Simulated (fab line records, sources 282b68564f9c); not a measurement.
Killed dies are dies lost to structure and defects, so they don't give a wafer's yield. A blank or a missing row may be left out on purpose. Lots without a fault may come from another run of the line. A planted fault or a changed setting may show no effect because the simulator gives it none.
Which tool did it? | flow rit_cmos | 13 lots, 39 wafers sampled, at 8 steps of a route of 202

WHAT THE GAUGES READ, wafer by wafer
RIT_NSD_TW_MEAS_10. Usual: NSD_TW 3117, standard deviation 23.
lot  | measured    | on            | NSD_TW         | flag
L892 | day 3 01:41 | film_metro-01 | 3120 3121 3116 |
L893 | day 3 04:40 | film_metro-02 | 3139 3131 3133 |
L894 | day 3 10:22 | film_metro-02 | 3124 3129 3147 |
L897 | day 4 02:58 | film_metro-02 | 3126 3148 3133 |
L900 | day 4 16:40 | film_metro-01 | 3088 3108 3078 |
L901 | day 4 20:34 | film_metro-03 | 3116 3123 3111 |
L902 | day 5 05:10 | film_metro-01 | 3067 3075 3074 |
L905 | day 5 17:32 | film_metro-01 | 3062 3074 3085 |
L907 | day 6 04:39 | film_metro-02 | 3144 3136 3142 |
L909 | day 6 13:28 | film_metro-03 | 3139 3132 3165 |
L911 | day 7 02:34 | film_metro-02 | 3134 3128 3140 |
L913 | day 7 08:52 | film_metro-01 | 3112 3102 3112 |
L915 | day 7 18:05 | film_metro-01 | 3099 3109 3100 |

RIT_SDANNEAL_RS_MEAS_04: measures by four-point-probe. Usual: PSD_RS 115.92 ohm/sq, standard deviation 0.26.
lot  | measured    | on            | PSD_RS (ohm/sq)      | flag
L892 | day 3 03:54 | film_metro-01 | 116.17 116.17 116.03 |
L893 | day 3 06:43 | film_metro-01 | 116.01 116.12 116.16 |
L894 | day 3 12:20 | film_metro-02 | 116.42 116.23 116.19 |
L897 | day 4 04:55 | film_metro-02 | 116.08 116.39 116.08 |
L900 | day 4 18:46 | film_metro-01 | 97.57 97.59 98.06    | OFF
L901 | day 4 22:31 | film_metro-01 | 115.71 116.34 115.90 |
L902 | day 5 07:13 | film_metro-03 | 97.25 97.66 97.23    | OFF
L905 | day 5 19:35 | film_metro-01 | 115.86 116.14 116.05 |
L907 | day 6 06:34 | film_metro-03 | 116.13 115.83 115.81 |
L909 | day 6 15:31 | film_metro-01 | 115.39 115.84 115.82 |
L911 | day 7 04:30 | film_metro-03 | 115.76 115.53 115.55 |
L913 | day 7 10:55 | film_metro-01 | 115.80 115.51 115.69 |
L915 | day 7 20:08 | film_metro-01 | 115.41 115.57 115.80 |

RIT_SDANNEAL_RS_MEAS_05: measures by four-point-probe. Usual: NSD_RS 84.5 ohm/sq, standard deviation 0.33.
lot  | measured    | on            | NSD_RS (ohm/sq) | flag
L892 | day 3 04:01 | film_metro-01 | 84.5 84.7 84.3  |
L893 | day 3 06:50 | film_metro-01 | 84.3 84.6 84.9  |
L894 | day 3 12:28 | film_metro-02 | 84.5 84.6 84.6  |
L897 | day 4 05:02 | film_metro-02 | 84.3 84.3 84.0  |
L900 | day 4 18:53 | film_metro-01 | 80.6 80.6 81.0  | OFF
L901 | day 4 22:38 | film_metro-01 | 84.5 84.8 84.6  |
L902 | day 5 07:20 | film_metro-03 | 81.5 81.2 81.3  | OFF
L905 | day 5 19:42 | film_metro-01 | 84.7 85.0 84.8  |
L907 | day 6 06:41 | film_metro-03 | 84.5 84.8 84.5  |
L909 | day 6 15:38 | film_metro-01 | 84.1 83.8 84.2  |
L911 | day 7 04:37 | film_metro-03 | 84.3 84.3 84.4  |
L913 | day 7 11:02 | film_metro-01 | 84.3 84.3 84.3  |
L915 | day 7 20:15 | film_metro-01 | 84.2 84.0 84.1  |

RIT_SDANNEAL_RS_MEAS_06: measures by four-point-probe. Usual: PLDD_RS 178.7 ohm/sq, standard deviation 0.43.
lot  | measured    | on            | PLDD_RS (ohm/sq)  | flag
L892 | day 3 04:08 | film_metro-01 | 177.9 178.5 178.4 |
L893 | day 3 06:57 | film_metro-01 | 178.7 178.8 178.8 |
L894 | day 3 12:35 | film_metro-02 | 178.9 178.4 178.9 |
L897 | day 4 05:09 | film_metro-02 | 178.7 179.1 178.9 |
L900 | day 4 19:01 | film_metro-01 | 161.4 161.6 161.5 | OFF
L901 | day 4 22:45 | film_metro-01 | 178.6 178.9 178.6 |
L902 | day 5 07:27 | film_metro-03 | 161.7 161.9 161.3 | OFF
L905 | day 5 19:49 | film_metro-01 | 179.0 179.3 179.3 |
L907 | day 6 06:49 | film_metro-03 | 178.8 178.1 178.6 |
L909 | day 6 15:45 | film_metro-01 | 178.4 178.7 178.3 |
L911 | day 7 04:44 | film_metro-03 | 178.5 178.5 178.7 |
L913 | day 7 11:09 | film_metro-01 | 178.4 178.4 178.1 |
L915 | day 7 20:22 | film_metro-01 | 178.0 178.6 179.3 |

RIT_SDANNEAL_RS_MEAS_07: measures by four-point-probe. Usual: NLDD_RS 151.6 ohm/sq, standard deviation 0.67.
lot  | measured    | on            | NLDD_RS (ohm/sq)  | flag
L892 | day 3 04:16 | film_metro-01 | 151.8 152.2 152.2 |
L893 | day 3 07:04 | film_metro-01 | 151.8 151.7 151.0 |
L894 | day 3 12:42 | film_metro-02 | 152.1 152.4 152.1 |
L897 | day 4 05:16 | film_metro-02 | 151.5 152.6 151.5 |
L900 | day 4 19:08 | film_metro-01 | 148.1 148.1 147.9 | OFF
L901 | day 4 22:52 | film_metro-01 | 151.8 151.4 152.1 |
L902 | day 5 07:34 | film_metro-03 | 148.2 149.1 148.9 | OFF
L905 | day 5 19:56 | film_metro-01 | 152.2 152.3 152.7 |
L907 | day 6 06:56 | film_metro-03 | 153.1 153.5 153.5 |
L909 | day 6 15:52 | film_metro-01 | 151.2 150.8 151.2 |
L911 | day 7 04:52 | film_metro-03 | 151.1 150.7 150.6 |
L913 | day 7 11:16 | film_metro-01 | 152.1 151.3 152.4 |
L915 | day 7 20:29 | film_metro-01 | 151.9 152.5 151.7 |

WHICH TOOL RAN EACH LOT (tool, then ch and the chambers of the sampled wafers, then the start)
lot  | RIT_PLDD_STRIP_09                   | RIT_NSD_STRIP_09                    | RIT_SDANNEAL_RTA_03
L892 | plasma_asher-04 ch 0,1, day 2 21:16 | plasma_asher-03 ch 0,1, day 3 01:32 | rtp_anneal-01 ch 0, day 3 03:49
L893 | plasma_asher-02 ch 0,1, day 3 00:32 | plasma_asher-03 ch 0,1, day 3 04:29 | rtp_anneal-02 ch 0, day 3 06:38
L894 | plasma_asher-04 ch 0,1, day 3 05:17 | plasma_asher-02 ch 0,1, day 3 10:11 | rtp_anneal-01 ch 0, day 3 12:16
L897 | plasma_asher-02 ch 0,1, day 3 21:54 | plasma_asher-01 ch 0,1, day 4 02:47 | rtp_anneal-02 ch 0, day 4 04:50
L900 | plasma_asher-03 ch 1, day 4 12:28   | plasma_asher-02 ch 0,1, day 4 16:30 | rtp_anneal-01 ch 0, day 4 18:43
L901 | plasma_asher-03 ch 0,1, day 4 16:17 | plasma_asher-02 ch 0,1, day 4 20:22 | rtp_anneal-02 ch 0, day 4 22:26
L902 | plasma_asher-02 ch 0,1, day 4 23:56 | plasma_asher-03 ch 0,1, day 5 04:59 | rtp_anneal-01 ch 0, day 5 07:09
L905 | plasma_asher-02 ch 0,1, day 5 13:27 | plasma_asher-02 ch 0,1, day 5 17:22 | rtp_anneal-02 ch 0, day 5 19:31
L907 | plasma_asher-02 ch 0,1, day 6 00:05 | plasma_asher-03 ch 0,1, day 6 04:29 | rtp_anneal-02 ch 0, day 6 06:31
L909 | plasma_asher-02 ch 0,1, day 6 09:22 | plasma_asher-01 ch 0,1, day 6 13:17 | rtp_anneal-02 ch 0, day 6 15:27
L911 | plasma_asher-02 ch 0,1, day 6 22:24 | plasma_asher-01 ch 0,1, day 7 02:26 | rtp_anneal-02 ch 0, day 7 04:25
L913 | plasma_asher-03 ch 0,1, day 7 04:46 | plasma_asher-01 ch 0,1, day 7 08:41 | rtp_anneal-02 ch 0, day 7 10:50
L915 | plasma_asher-03 ch 0,1, day 7 14:02 | plasma_asher-01 ch 0,1, day 7 17:56 | rtp_anneal-02 ch 0, day 7 20:03
- RIT_PLDD_STRIP_09: strips in O2, time 180 s.
- RIT_NSD_STRIP_09: strips in O2, time 180 s.
- RIT_SDANNEAL_RTA_03: time 5 s.

WHAT THE TOOLS THEMSELVES READ (means of the sampled wafers that have a number; where no wafer has one, the mark that the record gives instead)
RIT_PLDD_STRIP_09. Usual: drypump_motor_current_A 6.0 A, standard deviation 0.36.
lot  | tool            | drypump_motor_current_A (A) | flag
L892 | plasma_asher-04 | 5.4                         |
L893 | plasma_asher-02 | 6.1                         |
L894 | plasma_asher-04 | 5.6                         |
L897 | plasma_asher-02 | 6.1                         |
L900 | plasma_asher-03 | 5.7                         |
L901 | plasma_asher-03 | 5.9                         |
L902 | plasma_asher-02 | 6.1                         |
L905 | plasma_asher-02 | 6.1                         |
L907 | plasma_asher-02 | 6.1                         |
L909 | plasma_asher-02 | 6.1                         |
L911 | plasma_asher-02 | 6.1                         |
L913 | plasma_asher-03 | 5.9                         |
L915 | plasma_asher-03 | 6.0                         |

RIT_NSD_STRIP_09. Usual: drypump_motor_current_A 5.7 A, standard deviation 0.49.
lot  | tool            | drypump_motor_current_A (A) | flag
L892 | plasma_asher-03 | 6.2                         |
L893 | plasma_asher-03 | 5.9                         |
L894 | plasma_asher-02 | 6.1                         |
L897 | plasma_asher-01 | 5.2                         |
L900 | plasma_asher-02 | 6.1                         |
L901 | plasma_asher-02 | 6.1                         |
L902 | plasma_asher-03 | 5.9                         |
L905 | plasma_asher-02 | 6.1                         |
L907 | plasma_asher-03 | 6.2                         |
L909 | plasma_asher-01 | 5.3                         |
L911 | plasma_asher-01 | 5.2                         |
L913 | plasma_asher-01 | 5.3                         |
L915 | plasma_asher-01 | 5.3                         |

RIT_SDANNEAL_RTA_03. Usual: wafer_temp_C_max 1053.5, standard deviation 1.2.
lot  | tool          | wafer_temp_C_max | flag
L892 | rtp_anneal-01 | 1053.6           |
L893 | rtp_anneal-02 | 1054.3           |
L894 | rtp_anneal-01 | 1052.8           |
L897 | rtp_anneal-02 | 1053.4           |
L900 | rtp_anneal-01 | 1053.9           |
L901 | rtp_anneal-02 | 1053.6           |
L902 | rtp_anneal-01 | 1054.1           |
L905 | rtp_anneal-02 | 1053.8           |
L907 | rtp_anneal-02 | 1052.2           |
L909 | rtp_anneal-02 | 1053.3           |
L911 | rtp_anneal-02 | 1053.8           |
L913 | rtp_anneal-02 | 1054.4           |
L915 | rtp_anneal-02 | 1053.8           |

THE ANSWER, worked out from the rows above alone
Rule: a lot is off if the mean of its wafers that have a number lies more than 3 standard deviations from the usual mean. A lot without any number at a reading at which 4 lots or more have one is off too. The other lots that the step has rows for count as sound. The gauges are gone through in route order, then the tools' own readings, and for those a lot's mean is taken as printed above. The first step at which some lot is off is used, and at that step the reading that is off furthest; a lot without a number counts as furthest.
Off: L900, L902, at RIT_SDANNEAL_RS_MEAS_04 (PSD_RS).
A tool fits if, at a process step before that reading, it ran every lot that is off, and no sound lot after the first of them. The gauges at RIT_SDANNEAL_RS_MEAS_04 are tried like those tools. One fits: rtp_anneal-01 at RIT_SDANNEAL_RTA_03. Its last sound lot is L894 (day 3 12:16), its first lot that is off L900 (day 4 18:43): a fault that began between those two fits.

WHAT THE SIMULATOR HAD PUT IN
Process parameter drift: rtp_anneal-01, from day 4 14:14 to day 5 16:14, at RIT_SDANNEAL_RTA_03. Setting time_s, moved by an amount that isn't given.
Lots struck among those shown: L900, L902. The rule above found the same.
